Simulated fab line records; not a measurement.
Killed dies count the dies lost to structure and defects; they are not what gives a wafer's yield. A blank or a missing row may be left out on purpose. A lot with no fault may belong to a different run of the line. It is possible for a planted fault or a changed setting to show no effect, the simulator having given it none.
The tool behind it: which one? / flow rit cmos / 15 lots, 45 wafers sampled, at 2 steps of a route of 202

== WHAT THE GAUGES READ, wafer by wafer ==
Not one reading of a measure or inspect step in the record can be checked against a usual standard deviation.

== WHAT TOOL EACH LOT RAN ON (gives the tool, then ch and the chambers of the sampled wafers, and finally the start) ==
lot=L522; RIT_GATE_ETCH_19=rie si-01 ch 2,3, day 2 18:56; RIT_M1_PROBE_99=-
lot=L523; RIT_GATE_ETCH_19=rie si-02 ch 0,2,3, day 2 21:19; RIT_M1_PROBE_99=-
lot=L524; RIT_GATE_ETCH_19=rie si-01 ch 1,3, day 3 08:34; RIT_M1_PROBE_99=-
lot=L525; RIT_GATE_ETCH_19=rie si-02 ch 0,1,3, day 3 08:44; RIT_M1_PROBE_99=prober-01, day 4 07:34
lot=L526; RIT_GATE_ETCH_19=rie si-01 ch 1,2,3, day 3 13:43; RIT_M1_PROBE_99=-
lot=L528; RIT_GATE_ETCH_19=rie si-02 ch 1,2,3, day 3 21:25; RIT_M1_PROBE_99=-
lot=L527; RIT_GATE_ETCH_19=rie si-01 ch 0,1,3, day 3 21:56; RIT_M1_PROBE_99=-
lot=L530; RIT_GATE_ETCH_19=rie si-01 ch 1,2,3, day 4 04:49; RIT_M1_PROBE_99=prober-02, day 5 02:45
lot=L532; RIT_GATE_ETCH_19=rie si-01 ch 1,2,3, day 4 15:20; RIT_M1_PROBE_99=-
lot=L537; RIT_GATE_ETCH_19=rie si-02 ch 2,3, day 5 16:49; RIT_M1_PROBE_99=prober-01, day 6 12:44
lot=L539; RIT_GATE_ETCH_19=rie si-02 ch 1,2,3, day 6 04:18; RIT_M1_PROBE_99=prober-01, day 7 01:58
lot=L541; RIT_GATE_ETCH_19=rie si-02 ch 1,2, day 6 12:38; RIT_M1_PROBE_99=-
lot=L543; RIT_GATE_ETCH_19=rie si-02 ch 0,2,3, day 6 23:26; RIT_M1_PROBE_99=-
lot=L544; RIT_GATE_ETCH_19=rie si-01 ch 0,1,3, day 7 07:41; RIT_M1_PROBE_99=-
lot=L545; RIT_GATE_ETCH_19=rie si-02 ch 1,2, day 7 09:14; RIT_M1_PROBE_99=-
- RIT_GATE_ETCH_19: etches poly-Si in SF6/CHF3/O2, stops on SiO2, time 165 s, target depth 312.5 nm.
- RIT_M1_PROBE_99

== WHAT THE TOOLS THEMSELVES READ (means of the sampled wafers that have a number; where no wafer has one, the mark that the record gives instead) ==
RIT_GATE_ETCH_19. Usual: drypump motor current A 5.50 A, standard deviation 0.2; he backside leak sccm 2.79 sccm, standard deviation 0.28; oes product au 0.851 a.u., standard deviation 0.013; run length s 193.4 s, standard deviation 0.49; throttle valve pct 10.22 %, standard deviation 0.14.
lot=L522; tool=rie si-01; drypump motor current A (A)=5.48; he backside leak sccm (sccm)=3.00; oes product au (a.u.)=0.857; run length s (s)=193.9; throttle valve pct (%)=10.29; flag=
lot=L523; tool=rie si-02; drypump motor current A (A)=5.51; he backside leak sccm (sccm)=2.92; oes product au (a.u.)=0.867; run length s (s)=193.4; throttle valve pct (%)=10.27; flag=
lot=L524; tool=rie si-01; drypump motor current A (A)=5.67; he backside leak sccm (sccm)=2.60; oes product au (a.u.)=0.848; run length s (s)=192.9; throttle valve pct (%)=10.03; flag=
lot=L525; tool=rie si-02; drypump motor current A (A)=5.57; he backside leak sccm (sccm)=3.05; oes product au (a.u.)=0.842; run length s (s)=193.3; throttle valve pct (%)=10.30; flag=
lot=L526; tool=rie si-01; drypump motor current A (A)=5.58; he backside leak sccm (sccm)=2.90; oes product au (a.u.)=0.850; run length s (s)=193.3; throttle valve pct (%)=10.16; flag=
lot=L528; tool=rie si-02; drypump motor current A (A)=5.45; he backside leak sccm (sccm)=2.75; oes product au (a.u.)=0.843; run length s (s)=193.1; throttle valve pct (%)=10.26; flag=
lot=L527; tool=rie si-01; drypump motor current A (A)=5.47; he backside leak sccm (sccm)=2.69; oes product au (a.u.)=0.801; run length s (s)=208.3; throttle valve pct (%)=10.11; flag=OFF
lot=L530; tool=rie si-01; drypump motor current A (A)=5.59; he backside leak sccm (sccm)=2.85; oes product au (a.u.)=0.804; run length s (s)=208.5; throttle valve pct (%)=10.17; flag=OFF
lot=L532; tool=rie si-01; drypump motor current A (A)=5.59; he backside leak sccm (sccm)=2.79; oes product au (a.u.)=0.798; run length s (s)=208.8; throttle valve pct (%)=10.16; flag=OFF
lot=L537; tool=rie si-02; drypump motor current A (A)=5.39; he backside leak sccm (sccm)=2.73; oes product au (a.u.)=0.862; run length s (s)=193.2; throttle valve pct (%)=10.24; flag=
lot=L539; tool=rie si-02; drypump motor current A (A)=5.46; he backside leak sccm (sccm)=2.68; oes product au (a.u.)=0.849; run length s (s)=193.4; throttle valve pct (%)=10.28; flag=
lot=L541; tool=rie si-02; drypump motor current A (A)=5.45; he backside leak sccm (sccm)=2.63; oes product au (a.u.)=0.857; run length s (s)=193.6; throttle valve pct (%)=10.19; flag=
lot=L543; tool=rie si-02; drypump motor current A (A)=5.51; he backside leak sccm (sccm)=2.67; oes product au (a.u.)=0.861; run length s (s)=193.4; throttle valve pct (%)=10.28; flag=
lot=L544; tool=rie si-01; drypump motor current A (A)=5.46; he backside leak sccm (sccm)=2.71; oes product au (a.u.)=0.850; run length s (s)=193.3; throttle valve pct (%)=10.10; flag=
lot=L545; tool=rie si-02; drypump motor current A (A)=5.45; he backside leak sccm (sccm)=2.43; oes product au (a.u.)=0.864; run length s (s)=193.5; throttle valve pct (%)=10.19; flag=

RIT_M1_PROBE_99. Usual: killed at contacts 0.1, standard deviation 0.25; killed at front end 8, standard deviation 3.3; killed dies 8, standard deviation 3.3; killed open 3.9, standard deviation 2.1; killed short 3.8, standard deviation 2.2.
lot=L525; tool=prober-01; killed at contacts=0.0; killed at front end=5; killed dies=5; killed open=2.0; killed short=3.3; flag=
lot=L530; tool=prober-02; killed at contacts=0.0; killed at front end=7; killed dies=7; killed open=3.7; killed short=3.7; flag=
lot=L537; tool=prober-01; killed at contacts=0.3; killed at front end=7; killed dies=7; killed open=2.7; killed short=4.7; flag=
lot=L539; tool=prober-01; killed at contacts=0.0; killed at front end=10; killed dies=10; killed open=6.0; killed short=3.7; flag=

== THE ANSWER, worked out from the rows above alone ==
Rule: a lot counts as off when the mean over its wafers that have a number is more than 3 standard deviations away from the usual mean. A lot without any number at a reading at which 4 lots or more have one is off too. The other lots that the step has rows for count as sound. Order of review: gauges by route order, followed by the tools' own readings, for which a lot's mean as printed above is used. At the first step where some lot is off, the reading lying furthest off is the one used; lots without a number count as furthest.
Off at RIT_GATE_ETCH_19 (run length s): L527, L530, L532.
If a tool, at that step or one of the process steps before it, ran each lot that is off and ran no sound lot following the first of them, it fits. No candidate that was tried fits.

== WHAT WAS PUT IN BY THE SIMULATOR ==
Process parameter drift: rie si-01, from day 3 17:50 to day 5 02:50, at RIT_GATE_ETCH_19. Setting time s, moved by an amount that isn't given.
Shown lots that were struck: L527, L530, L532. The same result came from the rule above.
